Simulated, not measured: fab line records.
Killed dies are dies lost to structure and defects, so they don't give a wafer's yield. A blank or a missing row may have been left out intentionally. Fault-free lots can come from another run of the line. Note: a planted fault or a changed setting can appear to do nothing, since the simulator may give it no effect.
Problem report, 8D (eight disciplines) form, completed by code / flow berkeley cmos170 / the parts of the form that need people (team, actions taken, sign-off) are left out

1. THE PROBLEM
Wafers without a fault read 150.0 W, standard deviation 0.42; bias w at UCB170_GATE_ETCH_15 reads a mean of 156.8 W on 6 wafers belonging to 2 lots. Measured from the usual mean, that is +16 standard deviations.
The step: etches poly-Si in HBr/Cl2, stops on SiO2, time 56.3 s, target depth 278.2 nm.
Earliest sighting: wafer L567.1 on rie si-01 at day 11 01:05. The record holds 42 wafers of 14 lots with a number at this step. By rule, "out" or "out of limits" means more than 4 standard deviations away from the usual mean. The other wafers with a number count as sound.

2. WHAT IT IS, AND WHAT IT ISN'T
question=which readings at this step | is=bias w | is not=drypump motor current A, oes product au, throttle valve pct
question=which lots | is=L565, L567 | is not=L551, L552, L553, L554, L555, L557, L558, L560, L562, L563, L564, L568
question=which wafers of those lots | is=all that have a number | is not=-
question=read on which tools | is=rie si-01 | is not=rie si-02
question=when | is=from day 11 01:05 | is not=up to then (33 sound wafers); but 3 sound wafers of L568 came after

3. WHAT RULES OUT EACH SUSPECT
Counting: any tool at a process step up to the reading is kept as a suspect provided that every lot that is out went through it and no sound lot did after the first of them.
- rie si-01 at UCB170_GATE_ETCH_15 (etches poly-Si in HBr/Cl2, stops on SiO2, time 56.3 s, target depth 278.2 nm): kept. All lots that are out passed through it, beginning with L567 at day 11 01:05, and no sound lot followed; its final sound lot before that point was L563 at day 9 22:12. On those wafers its own readings are out: bias w.
Left after counting: rie si-01 at UCB170_GATE_ETCH_15.

4. THE CAUSE (what the simulator had put in)
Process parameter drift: rie si-01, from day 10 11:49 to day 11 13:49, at UCB170_GATE_ETCH_15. The setting bias w was moved by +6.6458, starting from 150.
Only this tool survived the counting.

5. SEQUENCE OF EFFECTS, ordered by route
Each row: a reading where the mean over the struck wafers with a number is more than 3 standard deviations away from the usual. Only readings for which the record gives a usual standard deviation are gone through. hours: the time from each lot's start at the first step in this table that gives one to its start at this step, as a median over the lots. sigmas: the change in usual standard deviations.
hours=0; step=UCB170_GATE_ETCH_15; reading=bias w; usual=150.0 W; on struck wafers=156.8; change=+6.8; sigmas=+16
Its process steps:
- UCB170_GATE_ETCH_15: etches poly-Si in HBr/Cl2, stops on SiO2, time 56.3 s, target depth 278.2 nm.
Later steps that measure or inspect, where all struck wafers having a row at the step show a number for every such reading and not one has moved that far: UCB170_NLDD_TW_MEAS_11, UCB170_M3_RS_MEAS_02.

6. HOW IT WOULD HAVE BEEN CAUGHT EARLIER
The fault began at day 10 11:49; the first out-of-limits reading in this record came at day 11 01:05, 13 hours later.
